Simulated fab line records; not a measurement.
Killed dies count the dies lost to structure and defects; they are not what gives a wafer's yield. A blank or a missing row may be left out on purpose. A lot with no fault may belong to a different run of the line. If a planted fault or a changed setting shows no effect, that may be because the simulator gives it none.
A struck lot beside a sound one -- flow rit cmos -- 29 out of 202 route steps
Sound: these wafers, L219.2, L219.4, L219.5. Struck: wafer L235.4 (left out: L235.2, L235.3 of the same lot, which were not struck); the cause appears at the end.
Each step with rows lists, per side, the tool, then ch with its chambers, then its first start. Under that, the readings that differ: sound wafers -- struck wafers -- difference of the means -- sigmas: that difference in standard deviations of wafers without a fault.
alike: a reading whose means differ by less than 2 such deviations, as well as words and numbers matching on both sides. not compared: withheld readings; readings where some wafer has no value; bounds like >300 that might hide an equal value; numbers whose values overlap and for which the record gives no deviation.
Wherever a step has rows on one side only, a row that says differs or no value, or a row with sigmas, the two part there. Numbers that have no deviation but don't overlap get no sigmas and don't part them. Lack of a reading on every wafer of one side parts them only where that side has two or more wafers.

RIT_SDANNEAL_RTA_03: time 5 s.
  sound on rtp anneal-01 ch 0, day 4 00:17; struck on rtp anneal-01 ch 0, day 7 09:25
  alike: anneal temp c max, ramp up c per s, wafer_temp_C_max
RIT_SDANNEAL_RS_MEAS_04: measurement is done with a four-point probe.
  sound on film metro-03, day 4 00:22; struck on film metro-03, day 7 09:31
  alike: PSD_RS
RIT_SDANNEAL_RS_MEAS_05: measurement is done with a four-point probe.
  sound on film metro-03, day 4 00:29; struck on film metro-03, day 7 09:38
  alike: NSD_RS
RIT_SDANNEAL_RS_MEAS_06: measurement is done with a four-point probe.
  sound on film metro-03, day 4 00:36; struck on film metro-03, day 7 09:46
  alike: PLDD_RS
RIT_SDANNEAL_RS_MEAS_07: measurement is done with a four-point probe.
  sound on film metro-03, day 4 00:43; struck on film metro-03, day 7 09:53
  alike: NLDD_RS
then, 1 step without rows for these wafers: RIT_SILICIDE_WET_ETCH_00 (etches SiO2 in BOE, target depth 14 nm, time 15 s).
RIT_SILICIDE_SPUTTER_01: material Ti, target thk 30 nm, time 240 s.
  sound on pvd sputter-02, day 4 00:50; struck on pvd sputter-02, day 7 10:00
  alike: throttle valve pct
RIT_SILICIDE_RS_MEAS_02: measurement is done with a four-point probe.
  sound on film metro-01, day 4 01:00; struck on film metro-02, day 7 10:10
  alike: SILICIDE_TI_RS
RIT_SILICIDE_THK_MEAS_03: measures by xrf.
  sound on film metro-01, day 4 01:07; struck on film metro-02, day 7 10:17
  alike: SILICIDE_TI_THK
RIT_SILICIDE_RTA_04: time 10 s, ramp up 5 s, ramp down 5 s.
  sound on rtp anneal-02 ch 0, day 4 01:10; struck on rtp anneal-02 ch 0, day 7 10:20
  alike: anneal temp c max, wafer_temp_C_max
then, 1 step without rows for these wafers: RIT_SILICIDE_WET_ETCH_05 (etches Ti in SPM, time 120 s).
RIT_SILICIDE_RTA_06: time 10 s, ramp up 5 s, ramp down 10 s.
  sound on rtp anneal-01 ch 0, day 4 01:17; struck on rtp anneal-01 ch 0, day 7 10:28
  alike: anneal temp c max, wafer_temp_C_max
RIT_CONTACT_CVD_00: deposits SiO2 from TEOS, target thk 400 nm, time 61 s.
  sound on pecvd-02 ch 1,2, day 4 01:20; struck on pecvd-04 ch 1, day 7 10:34
reading,sound,struck,difference,sigmas
model.SiO2_of_CONTACT_CVD_00.thk nm (nm),403.1 402.4 407.5,500.9,+96.6,
  alike: heater power w
RIT_CONTACT_THK_MEAS_01:
  sound on film metro-03, day 4 01:24; struck on film metro-01, day 7 10:38
reading,sound,struck,difference,sigmas
CONTACT_TEOS_THK (nm),403 403 407,501,+97,+19
then, 6 steps without rows for these wafers: RIT_CONTACT_HMDS_02 (prime time 60 s); RIT_CONTACT_COAT_03 (resist thk 1000 nm); RIT_CONTACT_SOFTBAKE_04 (time 60 s); RIT_CONTACT_EXPOSE_05 (exposes mask M11, target cd 1000 nm); RIT_CONTACT_PEB_06; RIT_CONTACT_DEVELOP_07 (develop time 120 s).
RIT_CONTACT_CD_MEAS_08: the cd target is 1000 nm.
  sound on cd sem-02, day 4 02:26; struck on cd sem-01, day 7 11:47
reading,sound,struck,difference,sigmas
cd nm (nm),1001.2 998.5 996.7,1003.8,+5.0,+2
RIT_CONTACT_OVL_MEAS_09:
  sound on overlay-02, day 4 02:32; struck on overlay-02, day 7 11:54
  alike: CONTACT_OVL
then, 1 step without rows for these wafers: RIT_CONTACT_HARDBAKE_10 (time 60 s).
RIT_CONTACT_ETCH_11: etches SiO2 in CHF3/CF4/Ar, stops on TiSi2, target depth 480 nm, time 320 s.
  sound on rie diel-01 ch 0,1, day 4 02:43; struck on rie diel-01 ch 0, day 7 12:05
reading,sound,struck,difference,sigmas
model.etch.depth nm (nm),403.1 402.4 407.5,479.2,+74.9,
model.CONTACT.feature depth nm (nm),403.1 402.4 407.5,479.2,+74.9,
  alike: drypump motor current A, oes product au, throttle valve pct
  not compared: rf hours counter h
RIT_CONTACT_STRIP_12: strips in O2, time 180 s.
  sound on plasma asher-02 ch 0,1, day 4 02:55; struck on plasma asher-04 ch 0, day 7 12:16
  alike: drypump motor current A
  not compared: rf hours counter h
RIT_CONTACT_CD_MEAS_90: the cd target is 1000 nm.
  sound on cd sem-01, day 4 03:07; struck on cd sem-01, day 7 12:28
reading,sound,struck,difference,sigmas
cd nm (nm),1001.4 998.2 997.1,1003.7,+4.8,+2
RIT_CONTACT_CLEAN_13: cleans in SC1, time 600 s.
  sound on wet bench-02 ch 3, day 4 03:13; struck on wet bench-01 ch 2, day 7 12:34
reading,sound,struck,difference,sigmas
model.SiO2_of_CONTACT_CVD_00.thk nm (nm),398.9 398.3 403.4,496.9,+96.7,
then, 1 step without rows for these wafers: RIT_CONTACT_CLEAN_14 (cleans in SC2, time 600 s).
RIT_M1_PROBE_99:
  sound on prober-01, day 4 07:56; struck on prober-01, day 7 17:05
reading,sound,struck,difference,sigmas
killed at contacts,0 0 0,242,+242,+99 or more
killed dies,7 7 8,250,+243,+84
killed on rim,1 3 0,59,+58,+41
  alike: killed at front end, killed open, killed short

== WHERE THEY PART ==
Earliest at RIT_CONTACT_THK_MEAS_01; latest, in this record, at RIT_M1_PROBE_99.

WHY: whatever the simulator had introduced
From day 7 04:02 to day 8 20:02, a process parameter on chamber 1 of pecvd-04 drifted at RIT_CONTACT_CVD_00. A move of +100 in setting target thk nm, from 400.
